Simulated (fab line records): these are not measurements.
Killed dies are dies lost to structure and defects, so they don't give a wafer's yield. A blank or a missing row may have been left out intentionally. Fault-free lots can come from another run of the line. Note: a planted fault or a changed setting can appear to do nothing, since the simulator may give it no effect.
Lot-split experiment :: flow berkeley cmos170 :: route with 331 steps; 5 lots, 21 wafers read

ON THE SPLIT
At UCB170_NWELL_PEB_10, the setting peb temp c was moved away from the recipe's 130 C on 7 of the 21 wafers read, by -2.9% to +1.0%. This setting was run at the recipe's value on the other wafers.

Between the split and the reading, the file records no step.

THE READING
NWELL.cd nm (the simulator's own value, which no gauge read), in nm, at UCB170_NWELL_ETCH_13 (etches Si3N4 in CH3F/Ar/O2, stops on SiO2, target depth 246.4 nm, time 154 s). The file gives no usual value for it. The 14 wafers here that ran the recipe average 3001 nm, standard deviation 0.8 nm.

wafer: L074.2
tool, chamber at the split: litho track-02, 0
peb temp c as run, C: 130
against the recipe: recipe
NWELL.cd nm, nm: 3001
against lot-mates on the recipe: -

wafer: L074.3
tool, chamber at the split: litho track-02, 0
peb temp c as run, C: 131.3
against the recipe: +1.0%
NWELL.cd nm, nm: 3008
against lot-mates on the recipe: +6

wafer: L074.4
tool, chamber at the split: litho track-02, 0
peb temp c as run, C: 131.3
against the recipe: +1.0%
NWELL.cd nm, nm: 3009
against lot-mates on the recipe: +7

wafer: L074.5
tool, chamber at the split: litho track-02, 0
peb temp c as run, C: 130
against the recipe: recipe
NWELL.cd nm, nm: 3001
against lot-mates on the recipe: -

wafer: L074.6
tool, chamber at the split: litho track-02, 0
peb temp c as run, C: 130
against the recipe: recipe
NWELL.cd nm, nm: 3003
against lot-mates on the recipe: -

wafer: L078.1
tool, chamber at the split: litho track-03, 0
peb temp c as run, C: 126.2
against the recipe: -2.9%
NWELL.cd nm, nm: 2971
against lot-mates on the recipe: -30

wafer: L078.3
tool, chamber at the split: litho track-03, 0
peb temp c as run, C: 126.2
against the recipe: -2.9%
NWELL.cd nm, nm: 2973
against lot-mates on the recipe: -28

wafer: L078.4
tool, chamber at the split: litho track-03, 0
peb temp c as run, C: 126.2
against the recipe: -2.9%
NWELL.cd nm, nm: 2973
against lot-mates on the recipe: -28

wafer: L078.5
tool, chamber at the split: litho track-03, 0
peb temp c as run, C: 130
against the recipe: recipe
NWELL.cd nm, nm: 3001
against lot-mates on the recipe: -

wafer: L078.6
tool, chamber at the split: litho track-03, 0
peb temp c as run, C: 130
against the recipe: recipe
NWELL.cd nm, nm: 3002
against lot-mates on the recipe: -

wafer: L081.3
tool, chamber at the split: litho track-03, 0
peb temp c as run, C: 130
against the recipe: recipe
NWELL.cd nm, nm: 3000
against lot-mates on the recipe: -

wafer: L081.4
tool, chamber at the split: litho track-03, 0
peb temp c as run, C: 130
against the recipe: recipe
NWELL.cd nm, nm: 3000
against lot-mates on the recipe: -

wafer: L084.2
tool, chamber at the split: litho track-03, 0
peb temp c as run, C: 130
against the recipe: recipe
NWELL.cd nm, nm: 3001
against lot-mates on the recipe: -

wafer: L084.3
tool, chamber at the split: litho track-03, 0
peb temp c as run, C: 130
against the recipe: recipe
NWELL.cd nm, nm: 3001
against lot-mates on the recipe: -

wafer: L084.5
tool, chamber at the split: litho track-03, 0
peb temp c as run, C: 130
against the recipe: recipe
NWELL.cd nm, nm: 3000
against lot-mates on the recipe: -

wafer: L084.6
tool, chamber at the split: litho track-03, 0
peb temp c as run, C: 130
against the recipe: recipe
NWELL.cd nm, nm: 3001
against lot-mates on the recipe: -

wafer: L085.1
tool, chamber at the split: litho track-02, 0
peb temp c as run, C: 127.8
against the recipe: -1.7%
NWELL.cd nm, nm: 2985
against lot-mates on the recipe: -16

wafer: L085.3
tool, chamber at the split: litho track-02, 0
peb temp c as run, C: 127.8
against the recipe: -1.7%
NWELL.cd nm, nm: 2986
against lot-mates on the recipe: -15

wafer: L085.4
tool, chamber at the split: litho track-02, 0
peb temp c as run, C: 130
against the recipe: recipe
NWELL.cd nm, nm: 3001
against lot-mates on the recipe: -

wafer: L085.5
tool, chamber at the split: litho track-02, 0
peb temp c as run, C: 130
against the recipe: recipe
NWELL.cd nm, nm: 3002
against lot-mates on the recipe: -

wafer: L085.6
tool, chamber at the split: litho track-02, 0
peb temp c as run, C: 130
against the recipe: recipe
NWELL.cd nm, nm: 3001
against lot-mates on the recipe: -

THE FIT
A straight line over all 21 wafers: NWELL.cd nm changes by +9.49 nm for each +1% of peb temp c; r = +1.00; the points scatter about the line by 1.1 nm.
The same after taking each lot's own level away (the mean of its wafers on the recipe; 21 wafers): +9.56 nm for each +1%; r = +1.00; scatter 1.1 nm.
Per that fit: largest peb temp c move, reading shift of 28 nm.
The span of the lots' own levels, 3000.0 to 3001.7 nm, comes to 2.1 times the standard deviation stated above.
The two slopes are in agreement: the lot-to-lot level therefore moves the slope only a little.
Check: for one of the wafers moved furthest among these (-2.9%), held out of the fit, the line's prediction against its lot-mates is -27.6 nm. It came out at -30.5 nm against them.

THE FILE'S OWN FIT
NWELL.cd nm changes by +9.56 nm for each +1% of peb temp c, r = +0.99.
